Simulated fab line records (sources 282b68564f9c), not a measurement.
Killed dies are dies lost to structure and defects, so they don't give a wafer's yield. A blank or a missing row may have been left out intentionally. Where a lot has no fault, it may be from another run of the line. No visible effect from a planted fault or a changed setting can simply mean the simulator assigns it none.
2 desks looking at one fault -- flow ritCmos -- each desk has only its own numbers; what lay behind them comes last

== TOOL OWNER'S DESK, implanter-03 ==
RIT_NRETRO_IMPLANT_08, tool's own readings: per-lot mean of the sampled wafers with a number, covering each lot this tool ran. The brackets show how far a lot's mean lies from the usual mean; more than 4 standard deviations puts the lot out of limits, marked OUT.
Columns: A = beamEnergyKeV at RIT_NRETRO_IMPLANT_08, usual 69.997
lot,first seen here,A
L186,day 2 07:37,70.013
L189,day 2 23:07,69.982
L190,day 3 04:36,70.003
L197,day 4 16:18,83.281 (+99 or more) OUT
L198,day 4 22:08,83.295 (+99 or more) OUT
L199,day 5 03:06,83.271 (+99 or more) OUT
This desk's finding: out of limits on L197, L198, L199; first on L197, day 4 16:18 (beamEnergyKeV at RIT_NRETRO_IMPLANT_08). L186, L189, L190 stayed within limits.

== METROLOGY DESK ==
Means of the sampled wafers that have a number, per lot and without regard to the tool the lot ran on: this is what the gauges read. The brackets show how far a lot's mean lies from the usual mean; more than 4 standard deviations puts the lot out of limits, marked OUT.
Columns: A = NRETRO_TW at RIT_NRETRO_TW_MEAS_10, usual 1059
lot,first seen here,A
L186,day 2 07:56,1061
L187,day 2 11:11,1051
L188,day 2 18:25,1056
L189,day 2 23:24,1059
L190,day 3 04:55,1061
L193,day 3 19:25,1052
L194,day 4 04:00,1068
L197,day 4 16:35,1113 (+8.7) OUT
L198,day 4 22:28,1109 (+8.1) OUT
L199,day 5 03:25,1098 (+6.3) OUT
L203,day 6 04:29,1058
L205,day 6 12:38,1051
L206,day 7 02:35,1061
L207,day 7 02:50,1064
L209,day 7 15:55,1055
This desk's finding: out of limits on L197, L198, L199; first on L197, day 4 16:35 (NRETRO_TW at RIT_NRETRO_TW_MEAS_10). L186, L187, L188, L189, L190, L193, L194, L203, L205, L206, L207, L209 stayed within limits.

== PUT TOGETHER ==
The tool owner's desk could have raised an alarm at day 4 16:18, on L197, L198, L199.
At day 4 16:35 the metrology desk could have sounded an alarm, on L197, L198, L199.
RIT_NRETRO_IMPLANT_08 was run on implanter-03 by each of the lots named.

== WHAT THE SIMULATOR HAD INSERTED ==
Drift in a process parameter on implanter-03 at RIT_NRETRO_IMPLANT_08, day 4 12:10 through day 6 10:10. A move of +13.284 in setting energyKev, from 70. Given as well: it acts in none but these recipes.
Shown lots that were struck: L197, L198, L199.
Hours from the fault's start to each desk's first reading out of limits: the tool owner's desk, 4; the metrology desk, 4.
